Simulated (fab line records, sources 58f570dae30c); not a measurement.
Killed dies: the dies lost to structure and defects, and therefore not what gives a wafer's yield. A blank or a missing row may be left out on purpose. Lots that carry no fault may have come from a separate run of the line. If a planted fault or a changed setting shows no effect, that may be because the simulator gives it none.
fab line records -- flow berkeley-cmos170
record: lots: 15, wafers: 45, last-day: 11
route steps=331 shown START@4 NWELL@19 V2@296 M3@321
lots that met no fault: taken from a fault-free run of the same line
start-h: hours from the record's opening day to when the first of the lot's shown wafers began -- wait-h: hours from the lot's prior step to this one -- " repeats the value in the row above -- L1.1+2: several wafers, shown together as one row -- - either no value or no given start -- * or withheld: withheld -- < > ~ a bound
route shown NAME@n: names a module that has steps shown in the file, with the first one's number in the route -- usual: the fault-free wafers' mean and standard deviation -- same: alike in all rows -- chamber/n: place in a boat -- sites: each site's reading -- _std_site: standard deviation across them -- _edge_site: outer sites' mean less inner sites' -- radius-mm: how far each site lies from the wafer's centre -- mask NAME#n: copy n -- behind: the most recent tool/chamber to have shaped the wafer -- hold: why the lot was held/for how many hours/how that ended -- device: names the non-switching transistor (n, p or np) -- end of line: the tests these same wafers got at the end of their route -- for a step that has no rows: nothing shown but its recipe -- killed: not the wafer's yield, but the dies lost to structure and defects at the first sort -- map: a wafer's dies, marking killed ones x, the rest . and places with no die _
set.NAME: the setting as run; set.NAME@STEP: as run at that earlier step -- model.NAME: the simulator's own value behind a step, which no gauge read
route steps across a sampled set of lots; one table per step, one row per wafer
services: when a tool's chamber went out of use (start-h, in hours from the record's first day, below 0 if earlier), for how many hours, and the reason
== steps ==
step: UCB170_START_THK_MEAS_03
recipe: reads: SiO2_of_START_OXIDATION_02
usual: START_OXIDE_THK: 18.2/0.49
lot.wafer,tool,chamber,start-h,wait-h,START_OXIDE_THK[nm]
L403.1,film-metro-02,-,20.60,0.0,17.7
L403.2,film-metro-02,-,20.60,0.0,17.6
L403.4,film-metro-02,-,20.60,0.0,17.7
L404.1,film-metro-02,-,26.20,0.0,18.3
L404.2,film-metro-02,-,26.20,0.0,18.8
L404.3,film-metro-02,-,26.20,0.0,18.2
L407.3,film-metro-02,-,38.89,0.0,17.8
L407.4,film-metro-02,-,38.89,0.0,17.6
L407.6,film-metro-02,-,38.89,0.0,18.1
L408.1,film-metro-01,-,48.46,0.0,18.0
L408.5,film-metro-01,-,48.46,0.0,18.1
L408.6,film-metro-01,-,48.46,0.0,17.8
L409.2,film-metro-02,-,48.47,0.0,17.9
L409.3,film-metro-02,-,48.47,0.0,17.5
L409.6,film-metro-02,-,48.47,0.0,18.0
L410.1,film-metro-02,-,55.59,0.0,18.3
L410.3,film-metro-02,-,55.59,0.0,18.3
L410.4,film-metro-02,-,55.59,0.0,18.4
L411.1,film-metro-01,-,60.00,0.0,18.1
L411.2,film-metro-01,-,60.00,0.0,18.2
L411.6,film-metro-01,-,60.00,0.0,18.0
L412.1,film-metro-02,-,64.78,0.0,18.2
L412.5,film-metro-02,-,64.78,0.0,18.2
L412.6,film-metro-02,-,64.78,0.0,18.2
L417.2,film-metro-03,-,89.12,0.0,18.1
L417.4,film-metro-03,-,89.12,0.0,17.9
L417.6,film-metro-03,-,89.12,0.0,17.7
L419.1,film-metro-02,-,99.51,0.0,18.8
L419.4,film-metro-02,-,99.51,0.0,19.2
L419.5,film-metro-02,-,99.51,0.0,19.0
L420.2,film-metro-03,-,104.62,0.0,17.3
L420.3,film-metro-03,-,104.62,0.0,17.1
L420.4,film-metro-03,-,104.62,0.0,16.9
L422.2,film-metro-02,-,114.24,0.0,19.1
L422.4,film-metro-02,-,114.24,0.0,19.0
L422.6,film-metro-02,-,114.24,0.0,18.6
L423.1,film-metro-02,-,121.16,0.0,18.9
L423.2,film-metro-02,-,121.16,0.0,18.4
L423.4,film-metro-02,-,121.16,0.0,18.7
L424.3,film-metro-01,-,123.93,0.0,19.1
L424.4,film-metro-01,-,123.93,0.0,19.5
L424.6,film-metro-01,-,123.93,0.0,19.0
L425.1,film-metro-01,-,129.13,0.0,17.4
L425.3,film-metro-01,-,129.13,0.0,18.0
L425.4,film-metro-01,-,129.13,0.0,17.9
step: UCB170_NWELL_THK_MEAS_05
recipe: reads: Si3N4_of_NWELL_CVD_04
usual: NWELL_NITRIDE_THK: 224.0/3
lot.wafer,tool,chamber,start-h,wait-h,NWELL_NITRIDE_THK[nm]
L403.1,film-metro-04,-,34.81,0.0,226.4
L403.2,film-metro-04,-,34.81,0.0,225.7
L403.4,film-metro-04,-,34.81,0.0,225.9
L404.1,film-metro-04,-,41.99,0.0,227.6
L404.2,film-metro-04,-,41.99,0.0,227.7
L404.3,film-metro-04,-,41.99,0.0,228.3
L407.3,film-metro-04,-,59.73,0.0,221.6
L407.4,film-metro-04,-,59.73,0.0,222.1
L407.6,film-metro-04,-,59.73,0.0,222.3
L408.1,film-metro-04,-,65.71,0.0,223.2
L408.5,film-metro-04,-,65.71,0.0,224.1
L408.6,film-metro-04,-,65.71,0.0,222.1
L409.2,film-metro-02,-,65.72,0.0,224.1
L409.3,film-metro-02,-,65.72,0.0,222.5
L409.6,film-metro-02,-,65.72,0.0,223.5
L410.1,film-metro-01,-,69.71,0.0,217.2
L410.3,film-metro-01,-,69.71,0.0,218.9
L410.4,film-metro-01,-,69.71,0.0,218.4
L411.1,film-metro-04,-,73.43,0.0,221.9
L411.2,film-metro-04,-,73.43,0.0,223.2
L411.6,film-metro-04,-,73.43,0.0,220.4
L412.1,film-metro-02,-,80.29,0.0,229.0
L412.5,film-metro-02,-,80.29,0.0,228.9
L412.6,film-metro-02,-,80.29,0.0,231.0
L417.2,film-metro-04,-,103.64,0.0,227.6
L417.4,film-metro-04,-,103.64,0.0,226.7
L417.6,film-metro-04,-,103.64,0.0,226.7
L419.1,film-metro-01,-,112.12,0.0,226.0
L419.4,film-metro-01,-,112.12,0.0,223.9
L419.5,film-metro-01,-,112.12,0.0,227.3
L420.2,film-metro-02,-,122.39,0.0,221.7
L420.3,film-metro-02,-,122.39,0.0,221.9
L420.4,film-metro-02,-,122.39,0.0,222.0
L422.2,film-metro-01,-,128.14,0.0,226.2
L422.4,film-metro-01,-,128.14,0.0,227.7
L422.6,film-metro-01,-,128.14,0.0,226.8
L423.1,film-metro-04,-,135.23,0.0,225.9
L423.2,film-metro-04,-,135.23,0.0,224.8
L423.4,film-metro-04,-,135.23,0.0,226.0
L424.3,film-metro-04,-,135.31,0.1,223.8
L424.4,film-metro-04,-,135.31,0.1,222.4
L424.6,film-metro-04,-,135.31,0.1,223.6
L425.1,film-metro-02,-,144.11,0.0,223.8
L425.3,film-metro-02,-,144.11,0.0,223.8
L425.4,film-metro-02,-,144.11,0.0,223.7
step: UCB170_V2_THK_MEAS_04
recipe: reads: SiO2_of_V2_CVD_00
usual: V2_POLISHED_THK: 999.4/1.3
lot.wafer,tool,chamber,start-h,wait-h,V2_POLISHED_THK[nm]
L403.1,film-metro-02,-,157.02,0.1,1002.3
L403.2,film-metro-02,-,157.02,0.1,999.4
L403.4,film-metro-02,-,157.02,0.1,999.7
L404.1,film-metro-04,-,173.96,0.1,1001.1
L404.2,film-metro-04,-,173.96,0.1,998.9
L404.3,film-metro-04,-,173.96,0.1,998.5
L407.3,film-metro-04,-,182.44,0.1,1000.6
L407.4,film-metro-04,-,182.44,0.1,999.0
L407.6,film-metro-04,-,182.44,0.1,999.2
L408.1,film-metro-02,-,193.76,0.1,999.2
L408.5,film-metro-02,-,193.76,0.1,1000.3
L408.6,film-metro-02,-,193.76,0.1,998.8
L409.2,film-metro-04,-,194.09,0.1,999.4
L409.3,film-metro-04,-,194.09,0.1,998.6
L409.6,film-metro-04,-,194.09,0.1,1000.0
L410.1,film-metro-02,-,194.64,0.1,1000.7
L410.3,film-metro-02,-,194.64,0.1,1000.1
L410.4,film-metro-02,-,194.64,0.1,1000.1
L411.1,film-metro-04,-,200.31,0.1,998.6
L411.2,film-metro-04,-,200.31,0.1,998.8
L411.6,film-metro-04,-,200.31,0.1,1000.1
L412.1,film-metro-03,-,211.67,0.1,997.5
L412.5,film-metro-03,-,211.67,0.1,999.1
L412.6,film-metro-03,-,211.67,0.1,999.7
L422.2,film-metro-04,-,250.48,0.1,999.0
L422.4,film-metro-04,-,250.48,0.1,996.6
L422.6,film-metro-04,-,250.48,0.1,999.2
L417.2,film-metro-02,-,250.52,0.1,1001.0
L417.4,film-metro-02,-,250.52,0.1,997.8
L417.6,film-metro-02,-,250.52,0.1,1000.7
L420.2,film-metro-02,-,250.98,0.1,998.9
L420.3,film-metro-02,-,250.98,0.1,998.9
L420.4,film-metro-02,-,250.98,0.1,999.4
L419.1,film-metro-04,-,251.09,0.1,1001.3
L419.4,film-metro-04,-,251.09,0.1,1003.3
L419.5,film-metro-04,-,251.09,0.1,1002.6
L424.3,film-metro-03,-,263.45,0.1,999.2
L424.4,film-metro-03,-,263.45,0.1,998.6
L424.6,film-metro-03,-,263.45,0.1,998.6
L423.1,film-metro-02,-,263.55,0.1,1001.1
L423.2,film-metro-02,-,263.55,0.1,998.5
L423.4,film-metro-02,-,263.55,0.1,1000.3
L425.1,film-metro-02,-,266.63,0.1,996.9
L425.3,film-metro-02,-,266.63,0.1,1000.3
L425.4,film-metro-02,-,266.63,0.1,1001.2
step: UCB170_M3_EXPOSE_12
recipe: mask-id: METAL3, target-cd-nm: 700, na: 0.5, sigma-outer: 0.6, source-shape: conventional, dose-mj: 26
usual: exposure-dose-mJ-cm2: 26.021/0.026, focus-offset-nm: 0.0/0.54, sigma-outer: 0.6/0, stage-vel-mm-s: 499.98/0.26
lot.wafer,tool,chamber,start-h,wait-h,mask,exposure-dose-mJ-cm2,focus-offset-nm,sigma-outer,stage-vel-mm-s
L403.1,krf-scanner-01,0,162.28,-,METAL3#0,26.055,-0.4,0.6,500.72
L403.2,krf-scanner-01,0,162.28,-,METAL3#0,26.004,0.6,0.6,500.48
L403.4,krf-scanner-01,0,162.28,-,METAL3#0,26.042,0.1,0.6,500.46
L404.1,krf-scanner-01,0,178.98,-,METAL3#0,26.036,-0.3,0.6,499.65
L404.2,krf-scanner-01,0,178.98,-,METAL3#0,26.020,-0.7,0.6,499.83
L404.3,krf-scanner-01,0,178.98,-,METAL3#0,26.024,0.2,0.6,500.00
L407.3,krf-scanner-02,0,186.74,-,METAL3#0,26.015,0.8,0.6,500.22
L407.4,krf-scanner-02,0,186.74,-,METAL3#0,26.022,0.5,0.6,500.31
L407.6,krf-scanner-02,0,186.74,-,METAL3#0,26.026,1.6,0.6,499.85
L408.1,krf-scanner-01,0,198.82,-,METAL3#0,26.044,-0.1,0.6,500.30
L408.5,krf-scanner-01,0,198.82,-,METAL3#0,26.005,-0.9,0.6,500.14
L408.6,krf-scanner-01,0,198.82,-,METAL3#0,25.987,0.2,0.6,499.68
L409.2,krf-scanner-02,0,199.29,-,METAL3#0,26.037,0.4,0.6,499.96
L409.3,krf-scanner-02,0,199.29,-,METAL3#0,26.028,0.7,0.6,500.13
L409.6,krf-scanner-02,0,199.29,-,METAL3#0,26.049,0.3,0.6,499.73
L410.1,krf-scanner-02,0,199.41,-,METAL3#0,26.037,0.0,0.6,500.04
L410.3,krf-scanner-02,0,199.41,-,METAL3#0,26.037,0.2,0.6,500.08
L410.4,krf-scanner-02,0,199.41,-,METAL3#0,26.023,0.1,0.6,500.13
L411.1,krf-scanner-02,0,203.57,-,METAL3#0,26.042,0.9,0.6,499.78
L411.2,krf-scanner-02,0,203.57,-,METAL3#0,26.055,0.5,0.6,499.84
L411.6,krf-scanner-02,0,203.57,-,METAL3#0,26.045,1.1,0.6,499.81
L412.1,krf-scanner-01,0,217.44,-,METAL3#0,26.010,0.2,0.6,500.14
L412.5,krf-scanner-01,0,217.44,-,METAL3#0,26.083,0.0,0.6,500.20
L412.6,krf-scanner-01,0,217.44,-,METAL3#0,26.002,-0.7,0.6,500.49
L422.2,krf-scanner-01,0,255.85,-,METAL3#0,26.009,-0.3,0.6,500.24
L422.4,krf-scanner-01,0,255.85,-,METAL3#0,26.021,-0.7,0.6,500.16
L422.6,krf-scanner-01,0,255.85,-,METAL3#0,25.992,-0.2,0.6,499.91
L417.2,krf-scanner-01,-,256.30,-,METAL3#0,-,-,-,-
L417.4,krf-scanner-01,-,256.30,-,METAL3#0,-,-,-,-
L417.6,krf-scanner-01,-,256.30,-,METAL3#0,-,-,-,-
L420.2,krf-scanner-01,-,257.56,-,METAL3#0,-,-,-,-
L420.3,krf-scanner-01,-,257.56,-,METAL3#0,-,-,-,-
L420.4,krf-scanner-01,-,257.56,-,METAL3#0,-,-,-,-
L419.1,krf-scanner-01,-,257.68,-,METAL3#0,-,-,-,-
L419.4,krf-scanner-01,-,257.68,-,METAL3#0,-,-,-,-
L419.5,krf-scanner-01,-,257.68,-,METAL3#0,-,-,-,-
L424.3,krf-scanner-01,0,267.24,-,METAL3#0,25.986,-0.6,0.6,500.07
L424.4,krf-scanner-01,0,267.24,-,METAL3#0,26.010,-0.2,0.6,499.97
L424.6,krf-scanner-01,0,267.24,-,METAL3#0,26.015,-1.0,0.6,499.95
L423.1,krf-scanner-01,0,267.62,-,METAL3#0,25.970,0.4,0.6,499.82
L423.2,krf-scanner-01,0,267.62,-,METAL3#0,25.986,0.2,0.6,500.30
L423.4,krf-scanner-01,0,267.62,-,METAL3#0,26.039,0.2,0.6,500.01
L425.1,krf-scanner-01,0,270.63,-,METAL3#0,26.008,-0.2,0.6,500.09
L425.3,krf-scanner-01,0,270.63,-,METAL3#0,26.001,-0.4,0.6,500.38
L425.4,krf-scanner-01,0,270.63,-,METAL3#0,26.030,0.8,0.6,499.88
== services ==
tool,chamber,start-h,hours,kind
krf-scanner-02,-,145.82,1.3,pm
krf-scanner-02,-,148.86,0.8,pm
krf-scanner-01,-,152.99,0.8,pm
krf-scanner-02,-,153.74,1.0,pm
krf-scanner-02,-,165.39,4.0,pm
krf-scanner-01,0,167.25,-,calibration
krf-scanner-01,-,228.59,1.0,pm
krf-scanner-02,0,235.99,-,calibration
== key ==
first-sign: step: UCB170_M3_EXPOSE_12, reading: tool-record, direction: missing
effect none on later readings
met-at UCB170_M3_EXPOSE_12
struck-lots L417,L419,L420
later-rows-left-out L417.2,L417.4,L417.6,L419.1,L419.4,L419.5,L420.2,L420.3,L420.4
sort-left-out L417.2,L417.4,L417.6,L419.1,L419.4,L419.5,L420.2,L420.3,L420.4
not-acting-at UCB170_START_THK_MEAS_03,UCB170_NWELL_THK_MEAS_05,UCB170_V2_THK_MEAS_04
onset-between 217.44 256.30
fault: kind: skipped-step-whole, tool: krf-scanner-01, chamber: -, onset-h: 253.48, steps: UCB170_M3_EXPOSE_12, scope: struck-lots-only
sort-left-out: the simulated sort isn't trusted on such a fault, so these wafers' sort isn't shown, and their yield isn't known
later-rows-left-out: the simulator's readings of these wafers behind a module that went badly wrong aren't trusted and aren't shown, but for the sort
